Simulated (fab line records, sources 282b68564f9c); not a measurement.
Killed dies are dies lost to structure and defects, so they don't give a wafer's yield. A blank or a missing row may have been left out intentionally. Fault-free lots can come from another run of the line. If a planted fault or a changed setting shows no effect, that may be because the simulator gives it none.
Split-lot study	flow rit_cmos	5 lots, 23 wafers read, on a route of 202 steps

## SPLIT DETAILS
At RIT_SILICIDE_SPUTTER_01 (material Ti, target thk 30 nm, time 240 s), the setting power_w was moved away from the recipe's 350 W on 8 of the 23 wafers read, by -10.3% to +11.1%. All remaining wafers had this setting at the recipe value.

## FROM THE SPLIT TO THE READING: what the file shows between them, 1 step
- RIT_SILICIDE_RS_MEAS_02: measures by four-point-probe

## THE READING
SILICIDE_TI_THK, in nm, at RIT_SILICIDE_THK_MEAS_03 (measures by xrf). A value of 30.0 nm with a standard deviation of 0.3 nm is what fault-free wafers of this fab line usually give.

wafer	tool, chamber at the split	power_w as run, W	against the recipe	SILICIDE_TI_THK, nm	against lot-mates on the recipe
L076.1	pvd_sputter-02, -	350	recipe	30.4	-
L076.3	pvd_sputter-02, -	350	recipe	29.9	-
L076.4	pvd_sputter-02, -	350	recipe	30.1	-
L076.5	pvd_sputter-02, -	350	recipe	29.6	-
L076.6	pvd_sputter-02, -	350	recipe	29.9	-
L078.1	pvd_sputter-01, -	388.9	+11.1%	33.4	+3.4
L078.2	pvd_sputter-01, -	388.9	+11.1%	33.2	+3.2
L078.3	pvd_sputter-01, -	350	recipe	29.9	-
L078.5	pvd_sputter-01, -	350	recipe	30.1	-
L078.6	pvd_sputter-01, -	388.9	+11.1%	33.4	+3.4
L079.1	pvd_sputter-04, -	350	recipe	29.9	-
L079.2	pvd_sputter-04, -	350	recipe	29.8	-
L079.3	pvd_sputter-04, -	313.8	-10.3%	26.9	-2.9
L079.4	pvd_sputter-04, -	313.8	-10.3%	26.9	-2.9
L079.5	pvd_sputter-04, -	350	recipe	29.7	-
L082.3	pvd_sputter-02, -	350	recipe	30.2	-
L082.5	pvd_sputter-02, -	350	recipe	29.6	-
L082.6	pvd_sputter-02, -	350	recipe	30.0	-
L084.2	pvd_sputter-02, -	318	-9.1%	27.7	-2.4
L084.3	pvd_sputter-02, -	318	-9.1%	27.0	-3.1
L084.4	pvd_sputter-02, -	318	-9.1%	28.0	-2.1
L084.5	pvd_sputter-02, -	350	recipe	30.4	-
L084.6	pvd_sputter-02, -	350	recipe	29.8	-

FIT RESULTS
A straight line over all 23 wafers: SILICIDE_TI_THK changes by +0.29 nm for each +1% of power_w; r = +0.99; the points scatter about the line by 0.28 nm.
The same after taking each lot's own level away (the mean of its wafers on the recipe; 23 wafers): +0.289 nm for each +1%; r = +0.99; scatter 0.26 nm.
That fit puts the effect of the largest move of power_w on the reading at 3.2 nm.
The lots' own levels span 29.80 to 30.10 nm, that is 1.0 times the standard deviation above.
So the lot-to-lot level changes the slope little: the two slopes agree.
Check: +3.21 nm against its lot-mates is what the line predicts for one of the wafers moved furthest among these (+11.1%) when that wafer is left out of the fit. Against them it came out at +3.4 nm.

## FURTHER SPLITS ON THESE WAFERS
These wafers also went through other splits before the reading. Each is held against what the fit with the lots' levels taken away leaves over:
other split on the same wafers	wafers away from the commonest value	r with SILICIDE_TI_THK (lot level and that fit taken away)
RIT_NSD_COAT_01 spin_rpm	9	+0.04
RIT_NSD_IMPLANT_08 dose_cm2	10	-0.49
RIT_SDANNEAL_RTA_03 time_s	6	-0.06

## THE WHOLE CHAIN: every reading that the file lists as answering this split, in the file's order
step	what it does	reading	change (the file's fit)	r (the file's)
RIT_SILICIDE_SPUTTER_01	material Ti, target thk 30 nm, time 240 s	Ti_of_SILICIDE_SPUTTER_01.thk_nm (the simulator's own value, which no gauge read)	+0.293 nm for each +1% of the setting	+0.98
RIT_SILICIDE_RS_MEAS_02	measures by four-point-probe	SILICIDE_TI_RS	-0.598 for each +1% of the setting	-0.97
RIT_SILICIDE_THK_MEAS_03	measures by xrf	SILICIDE_TI_THK	+0.286 for each +1% of the setting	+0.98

## THE FILE'S OWN FIT
SILICIDE_TI_THK changes by +0.286 nm for each +1% of power_w, r = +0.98.
